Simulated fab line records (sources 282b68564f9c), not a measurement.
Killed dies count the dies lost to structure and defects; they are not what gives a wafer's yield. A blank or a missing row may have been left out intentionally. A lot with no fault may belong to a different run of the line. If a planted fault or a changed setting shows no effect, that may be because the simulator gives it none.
A lot that was struck, set against a sound lot    flow rit_cmos    6 steps out of a route of 202
Sound: wafers L754.2, L754.5, L754.6. The struck wafers were L761.1, L761.3, L761.4. The cause is named last.
Each step with rows lists, per side, the tool, then ch with its chambers, then its first start. Under that, the readings that differ: sound wafers    struck wafers    difference of the means    sigmas: that difference in standard deviations of wafers without a fault.
alike: readings with means less than 2 such deviations apart, plus words and numbers identical on both sides. not compared: withheld readings, readings lacking a value on some wafer, bounds such as >300 that could conceal the same value, and numbers that have no deviation in the record and whose values overlap.
A row with sigmas, a row that says differs or no value, or rows on one side alone: a step with any of these is where the two part. Non-overlapping numbers with no deviation appear without sigmas and do not part them. A reading missing from all wafers of one side parts the sides only when that side holds two or more wafers.

RIT_ACTIVE_BOW_MEAS_00:
  sound: film_metro-03 at day 1 10:01; struck: film_metro-03 at day 2 21:00
  alike: INCOMING_BOW
then, 1 step without rows for these wafers: RIT_ACTIVE_OXIDATION_01 (target thk 46.8 nm, ox time 3360 s).
RIT_ACTIVE_THK_MEAS_02:
  sound: film_metro-03 at day 1 12:25; struck: film_metro-01 at day 2 23:22
  alike: ACTIVE_OXIDE_THK
RIT_ACTIVE_CVD_03: deposits Si3N4 from SiH2Cl2/NH3, target thk 150 nm, time 1500 s.
  sound on lpcvd-02 ch 1, day 1 12:28; struck on lpcvd-01 ch 1, day 3 01:43
  alike: zone_power_centre_pct, zone_power_source_pct
RIT_ACTIVE_THK_MEAS_04:
  sound: film_metro-04 at day 1 13:53; struck: film_metro-04 at day 3 04:04
reading                  sound              struck             difference  sigmas
ACTIVE_NITRIDE_THK (nm)  150.6 152.2 151.3  300.5 301.1 299.3  +148.9      +99 or more
RIT_M1_PROBE_99:
  sound wafers here have rows in the record (prober-01, day 3 13:28); struck ones have none

== WHERE THEY PART ==
First at RIT_ACTIVE_THK_MEAS_04; last, within this record, at RIT_M1_PROBE_99.

WHY: the cause the simulator had injected
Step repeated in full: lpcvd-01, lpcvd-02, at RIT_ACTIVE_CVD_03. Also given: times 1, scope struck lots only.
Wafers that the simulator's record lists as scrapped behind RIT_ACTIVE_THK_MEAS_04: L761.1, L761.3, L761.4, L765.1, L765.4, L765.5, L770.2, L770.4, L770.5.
